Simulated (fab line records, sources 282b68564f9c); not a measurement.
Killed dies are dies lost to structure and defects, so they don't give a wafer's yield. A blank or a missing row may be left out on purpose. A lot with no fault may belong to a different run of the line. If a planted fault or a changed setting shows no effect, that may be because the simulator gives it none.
Comparing a struck lot with a sound one	flow rit cmos	15 steps out of a route of 202
Sound: the wafers L353.1, L353.3, L353.6. Wafers L368.4, L368.5, L368.6 were the ones struck. The cause is named last.
Per side, at each step with rows, come the tool, then ch with its chambers, and then its first start. Under that, the readings that differ: sound wafers	struck wafers	difference of the means	sigmas: that difference in standard deviations of wafers without a fault.
alike: a reading whose means differ by less than 2 such deviations, as well as words and numbers matching on both sides. not compared: withheld readings; readings where some wafer has no value; bounds like >300 that might hide an equal value; numbers whose values overlap and for which the record gives no deviation.
The two part at a step that has a row with sigmas, a row that says differs or no value, or rows on one side only. Numbers that have no deviation but don't overlap get no sigmas and don't part them. A reading missing from all wafers of one side parts the sides only when that side holds two or more wafers.

RIT_ACTIVE_THK_MEAS_04:
  sound on film metro-02, day 1 13:32; struck on film metro-01, day 4 16:34
  alike: ACTIVE_NITRIDE_THK
then, 6 steps without rows for these wafers: RIT_ACTIVE_HMDS_05 (prime time 60 s); RIT_ACTIVE_COAT_06 (resist thk 1000 nm); RIT_ACTIVE_SOFTBAKE_07 (time 60 s); RIT_ACTIVE_EXPOSE_08 (exposes mask M1, target cd 1400 nm); RIT_ACTIVE_PEB_09; RIT_ACTIVE_DEVELOP_10 (develop time 50 s).
RIT_ACTIVE_CD_MEAS_11 targets a cd of 1400 nm.
  sound on cd sem-02, day 1 14:26; struck on cd sem-02, day 4 17:30
  alike: cd nm
then, 1 step without rows for these wafers: RIT_ACTIVE_HARDBAKE_12 (time 60 s).
RIT_ACTIVE_ETCH_13: etches Si3N4 in SF6, stops on SiO2, time 210 s, target depth 210 nm.
  sound on rie diel-03 ch 1,2,3, day 1 14:43; struck on rie diel-01 ch 0,1,2, day 4 17:43
  alike: drypump motor current A, oes product au, throttle valve pct
  not compared: rf hours counter h
RIT_ACTIVE_STRIP_14: strips in O2, time 180 s.
  sound on plasma asher-03 ch 0,1, day 1 14:50; struck on plasma asher-02 ch 0,1, day 4 17:54
  alike: drypump motor current A
  not compared: rf hours counter h
RIT_ACTIVE_CD_MEAS_90 targets a cd of 1400 nm.
  sound on cd sem-02, day 1 15:01; struck on cd sem-01, day 4 18:05
  alike: cd nm
RIT_ACTIVE_CLEAN_15: cleans in SC1, time 600 s.
  sound on wet bench-01 ch 0, day 1 15:08; struck on wet bench-03 ch 3, day 4 18:08
reading	sound	struck	difference	sigmas
run length s (s)	631 631 631	576 576 576	-55	-17
then, 1 step without rows for these wafers: RIT_ACTIVE_CLEAN_16 (cleans in dHF, time 30 s).
-- the record jumps here: 2 days lie between the struck wafers' starts before and after (it left off in module ACTIVE and takes up again in module M1, whose first step shown is number 202 of the route) --
RIT_M1_PROBE_99:
  only the struck wafers here have rows in the record (prober-02, day 6 18:38); the sound ones have none

WHERE THEY PART
Last at RIT_M1_PROBE_99 as far as this record goes, first at RIT_ACTIVE_CLEAN_15.

WHY: the cause the simulator had injected
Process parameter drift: wet bench-03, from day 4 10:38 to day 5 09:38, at RIT_ACTIVE_CLEAN_15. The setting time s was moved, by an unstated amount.
